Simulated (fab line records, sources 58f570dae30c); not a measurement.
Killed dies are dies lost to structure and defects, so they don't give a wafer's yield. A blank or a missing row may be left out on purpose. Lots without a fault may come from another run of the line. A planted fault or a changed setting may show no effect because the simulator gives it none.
Which tool did it? | flow berkeley_cmos170 | 7 lots, 21 wafers sampled, at 2 steps of a route of 331

WHAT THE GAUGES READ, wafer by wafer
UCB170_ACTIVE_CD_MEAS_13: target cd 1200 nm.
lot  | measured    | on        | cd_nm (nm)
L417 | day 5 01:35 | cd_sem-02 | 1201.8 1201.1 1201.0
L419 | day 5 01:19 | cd_sem-02 | 1200.9 1200.8 1201.4
L423 | day 5 23:40 | cd_sem-02 | 1199.3 1198.7 1198.5
L426 | day 7 02:47 | cd_sem-02 | 1482.3 1483.0 1481.3
L431 | day 7 19:02 | cd_sem-01 | 1201.7 1202.4 1201.9
L436 | day 8 14:06 | cd_sem-02 | 1201.1 1202.5 1201.4
L438 | day 9 04:01 | cd_sem-01 | 1201.4 1200.4 1200.8

WHICH TOOL RAN EACH LOT (tool, then ch and the chambers of the sampled wafers, then the start)
lot  | UCB170_ACTIVE_PEB_11
L417 | litho_track-04 ch 0, day 5 01:19
L419 | litho_track-02 ch 0, day 5 01:02
L423 | litho_track-03 ch 0, day 5 23:23
L426 | litho_track-03 ch 0, day 7 02:31
L431 | litho_track-04 ch 0, day 7 18:41
L436 | litho_track-02 ch 0, day 8 13:50
L438 | litho_track-02 ch 0, day 9 03:45
- UCB170_ACTIVE_PEB_11

THE ANSWER, worked out from the rows above alone
Rule: what is usual is taken from the lots themselves. Put in order of their means at a reading, lots are off if they are a third of the lots or fewer, leave a main group of 4 or more, and stand apart from it by a gap of 3 or more times the standard deviation of the main group's means; of several such gaps the widest counts. A main group whose means are all the same, to the digits that the tables above print for the reading, isn't used. A lot without any number at a reading at which 4 lots or more have one is off too. The other lots that the step has rows for count as sound.
Off: L426, at UCB170_ACTIVE_CD_MEAS_13 (cd_nm). The main group: mean 1201.0 nm, standard deviation 1.
A tool fits if, at a process step before that reading, it ran every lot that is off, and no sound lot after the first of them. The gauges at UCB170_ACTIVE_CD_MEAS_13 are tried like those tools. One fits: litho_track-03 at UCB170_ACTIVE_PEB_11. Its last sound lot is L423 (day 5 23:23), its first lot that is off L426 (day 7 02:31): a fault that began between those two fits.

WHAT THE SIMULATOR HAD PUT IN
Process parameter drift: litho_track-03, from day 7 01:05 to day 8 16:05, at UCB170_ACTIVE_PEB_11. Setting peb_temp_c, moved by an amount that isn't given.
Lots struck among those shown: L426. The rule above found the same.
